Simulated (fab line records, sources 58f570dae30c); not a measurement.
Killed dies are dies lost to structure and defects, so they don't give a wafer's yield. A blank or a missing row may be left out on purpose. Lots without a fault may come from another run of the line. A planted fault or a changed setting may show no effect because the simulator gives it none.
A struck lot beside a sound one | flow berkeley_cmos170 | 14 steps out of a route of 331
Sound: wafers L380.1, L380.4, L380.6. Struck: wafers L388.1, L388.2, L388.5. The cause comes at the end.
At each step with rows: each side's tool, then ch and its chambers, then its first start. Under that, the readings that differ: sound wafers | struck wafers | difference of the means | sigmas: that difference in standard deviations of wafers without a fault.
alike: readings whose means differ by less than 2 such deviations, and words and numbers that are the same on both sides. not compared: withheld readings, readings that some wafer has no value for, bounds like >300 that may hide the same value, and numbers for which the record gives no deviation and whose values overlap.
The two part at a step that has a row with sigmas, a row that says differs or no value, or rows on one side only. Numbers that don't overlap but have no deviation are shown without sigmas and don't part them. A reading that every wafer of one side lacks parts them only if that side has two wafers or more.

UCB170_CONTACT_STRIP_06: strips in O2.
  sound on plasma_asher-03 ch 0, day 6 22:04; struck on plasma_asher-01 ch 0,1, day 9 01:02
  alike: drypump_motor_current_A, oes_product_au, strip_time_to_endpoint_s
  not compared: rf_hours_counter_h
then, 1 step without rows for these wafers: UCB170_CONTACT_CLEAN_07 (cleans in SPM, time 600 s).
UCB170_CONTACT_RTA_08: time 10 s.
  sound on rtp_anneal-01 ch 0, day 6 22:23; struck on rtp_anneal-02 ch 0, day 9 01:35
  reading            | sound          | struck         | difference | sigmas
  lamp_power_pct (%) | 23.5 23.6 23.5 | 25.5 25.4 25.4 | +1.9       | +2
  alike: chamber_o2_ppm, wafer_temp_C_max
then, 6 steps without rows for these wafers: UCB170_CONTACT_COAT_09; UCB170_CONTACT_COAT_10 (resist thk 900 nm); UCB170_CONTACT_SOFTBAKE_11 (time 60 s); UCB170_CONTACT_EXPOSE_12 (exposes mask CONT, target cd 700 nm); UCB170_CONTACT_PEB_13; UCB170_CONTACT_DEVELOP_14 (develop time 45 s).
UCB170_CONTACT_CD_MEAS_15: target cd 700 nm.
  sound on cd_sem-02, day 6 23:38; struck on cd_sem-02, day 9 02:37
  alike: cd_nm
UCB170_CONTACT_OVL_MEAS_16:
  sound on overlay-01, day 6 23:45; struck on overlay-01, day 9 02:44
  alike: CONTACT_OVL
UCB170_CONTACT_ETCH_17: etches BARC in N2/H2.
  sound on rie_diel-02 ch 0,1,2, day 6 23:47; struck on rie_diel-02 ch 1,3, day 9 02:47
  alike: drypump_motor_current_A, oes_product_au, throttle_valve_pct
UCB170_CONTACT_ETCH_18: etches PSG in CHF3/CF4/Ar, stops on TiSi2, target depth 840 nm, time 195 s.
  sound on rie_diel-02 ch 0,1,2, day 6 23:00; struck on rie_diel-02 ch 1,3, day 9 02:00
  reading                                  | sound                | struck               | difference | sigmas
  oes_product_au (a.u.)                    | 0.862 0.875 0.904    | 1.012 0.957 1.022    | +0.117     | +7
  run_length_s (s)                         | 223.40 223.36 223.28 | 183.86 183.55 183.09 | -39.85     | -99 or more
  model.KrF_of_CONTACT_COAT_10.thk_nm (nm) | 692.3 693.1 685      | 734 739.9 735.6      | +46        |
  model.CONTACT.feature_depth_nm (nm)      | 698.7 694.1 702.8    | 664.2 648.5 665.9    | -39.0      |
  model.etch.depth_nm (nm)                 | 698.7 694.1 702.8    | 664.2 648.5 665.9    | -39.0      |
  alike: drypump_motor_current_A, throttle_valve_pct
  not compared: rf_hours_counter_h
UCB170_CONTACT_STRIP_19: strips in O2.
  sound on plasma_asher-01 ch 0,1, day 6 23:57; struck on plasma_asher-04 ch 0,1, day 9 02:57
  reading                     | sound       | struck      | difference | sigmas
  drypump_motor_current_A (A) | 5.9 6.6 6.6 | 5.2 5.1 5.1 | -1.2       | -2
  alike: oes_product_au
  not compared: rf_hours_counter_h

WHERE THEY PART
First at UCB170_CONTACT_RTA_08; last, within this record, at UCB170_CONTACT_STRIP_19.

WHY: what the simulator had put in
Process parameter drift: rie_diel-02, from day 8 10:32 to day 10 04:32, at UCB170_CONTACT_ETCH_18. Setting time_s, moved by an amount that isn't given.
